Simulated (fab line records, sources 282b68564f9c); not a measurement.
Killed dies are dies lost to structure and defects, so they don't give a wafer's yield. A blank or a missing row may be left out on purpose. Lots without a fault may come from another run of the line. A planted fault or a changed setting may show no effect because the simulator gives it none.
Which tool did it? | flow rit_cmos | 6 lots, 18 wafers sampled, at 2 steps of a route of 202

WHAT THE GAUGES READ, wafer by wafer
RIT_GATE_CD_MEAS_16: target cd 150 nm.
lot  | measured    | on        | cd_nm (nm)
L297 | day 2 19:17 | cd_sem-02 | 154.5 152.9 152.9
L299 | day 3 05:44 | cd_sem-02 | 150.7 151.6 152.9
L302 | day 3 20:06 | cd_sem-01 | 13.5 - 132.7
L312 | day 5 23:09 | cd_sem-01 | 150.0 149.4 149.3
L316 | day 7 07:44 | cd_sem-02 | 147.1 147.2 147.2
L318 | day 7 21:27 | cd_sem-02 | 150.7 150.2 151.8

WHICH TOOL RAN EACH LOT (tool, then ch and the chambers of the sampled wafers, then the start)
lot  | RIT_GATE_EXPOSE_13
L297 | iline_stepper-02 ch 0, day 2 18:53
L299 | iline_stepper-02 ch 0, day 3 05:20
L302 | iline_stepper-01 ch 0, day 3 19:41
L312 | iline_stepper-02 ch 0, day 5 22:45
L316 | iline_stepper-01 ch 0, day 7 07:20
L318 | iline_stepper-02 ch 0, day 7 21:01
- RIT_GATE_EXPOSE_13: exposes mask M6, target cd 150 nm.

THE ANSWER, worked out from the rows above alone
Rule: what is usual is taken from the lots themselves. Put in order of their means at a reading, lots are off if they are a third of the lots or fewer, leave a main group of 4 or more, and stand apart from it by a gap of 3 or more times the standard deviation of the main group's means; of several such gaps the widest counts. A main group whose means are all the same, to the digits that the tables above print for the reading, isn't used. A lot without any number at a reading at which 4 lots or more have one is off too. The other lots that the step has rows for count as sound.
Off: L302, at RIT_GATE_CD_MEAS_16 (cd_nm). The main group: mean 150.6 nm, standard deviation 2.1.
A tool fits if, at a process step before that reading, it ran every lot that is off, and no sound lot after the first of them. The gauges at RIT_GATE_CD_MEAS_16 are tried like those tools. None of those tried fits.

WHAT THE SIMULATOR HAD PUT IN
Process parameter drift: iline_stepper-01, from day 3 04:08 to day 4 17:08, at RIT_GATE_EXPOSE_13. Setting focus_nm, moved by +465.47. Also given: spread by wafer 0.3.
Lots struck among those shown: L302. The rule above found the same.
